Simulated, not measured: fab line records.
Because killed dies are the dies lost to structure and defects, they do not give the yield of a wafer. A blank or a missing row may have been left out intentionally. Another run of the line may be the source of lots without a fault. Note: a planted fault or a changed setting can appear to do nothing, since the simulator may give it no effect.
Which tool did it? / flow berkeley-cmos170 / 7 lots, 21 wafers sampled, at 3 steps of a route of 331

## WHAT EACH GAUGE READ, for each wafer
UCB170_PVT_TW_MEAS_09.
lot=L491; measured=day 6 17:50; on=film-metro-04; PVT_TW=516 516 516
lot=L495; measured=day 7 17:45; on=film-metro-04; PVT_TW=514 513 512
lot=L499; measured=day 8 11:19; on=film-metro-01; PVT_TW=504 501 501
lot=L505; measured=day 9 15:10; on=film-metro-04; PVT_TW=509 507 510
lot=L508; measured=day 10 13:13; on=film-metro-03; PVT_TW=508 508 509
lot=L511; measured=day 10 23:36; on=film-metro-03; PVT_TW=510 509 510
lot=L513; measured=day 11 20:40; on=film-metro-03; PVT_TW=505 507 509

## WHICH TOOL RAN EACH LOT (tool, then ch and the chambers of the sampled wafers, then the start)
lot=L491; UCB170_PVT_IMPLANT_07=implanter-03 ch 0, day 6 17:35; UCB170_PVT_STRIP_08=plasma-asher-02 ch 0,1, day 6 17:44
lot=L495; UCB170_PVT_IMPLANT_07=implanter-01 ch 0, day 7 17:30; UCB170_PVT_STRIP_08=plasma-asher-03 ch 0,1, day 7 17:39
lot=L499; UCB170_PVT_IMPLANT_07=implanter-03 ch 0, day 8 11:05; UCB170_PVT_STRIP_08=plasma-asher-03 ch 0,1, day 8 11:13
lot=L505; UCB170_PVT_IMPLANT_07=implanter-02 ch 0, day 9 14:55; UCB170_PVT_STRIP_08=plasma-asher-02 ch 0,1, day 9 15:03
lot=L508; UCB170_PVT_IMPLANT_07=implanter-01 ch 0, day 10 12:58; UCB170_PVT_STRIP_08=plasma-asher-01 ch 0,1, day 10 13:07
lot=L511; UCB170_PVT_IMPLANT_07=implanter-01 ch 0, day 10 23:21; UCB170_PVT_STRIP_08=plasma-asher-01 ch 0, day 10 23:30
lot=L513; UCB170_PVT_IMPLANT_07=implanter-01 ch 0, day 11 20:25; UCB170_PVT_STRIP_08=plasma-asher-02 ch 0,1, day 11 20:34
- UCB170_PVT_IMPLANT_07
- UCB170_PVT_STRIP_08: strips in O2.

## THE ANSWER, worked out from the rows above alone
Rule: the usual values come from the lots themselves. Put in order of their means at a reading, lots are off if they are a third of the lots or fewer, leave a main group of 4 or more, and stand apart from it by a gap of 3 or more times the standard deviation of the main group's means; of several such gaps the widest counts. A main group whose means are all the same, to the digits that the tables above print for the reading, isn't used. A lot without any number at a reading at which 4 lots or more have one is off too. All remaining lots with rows at the step are treated as sound.
Nothing can be told from this: no lot is off at any reading shown.

## WHAT THE SIMULATOR HAD PUT IN
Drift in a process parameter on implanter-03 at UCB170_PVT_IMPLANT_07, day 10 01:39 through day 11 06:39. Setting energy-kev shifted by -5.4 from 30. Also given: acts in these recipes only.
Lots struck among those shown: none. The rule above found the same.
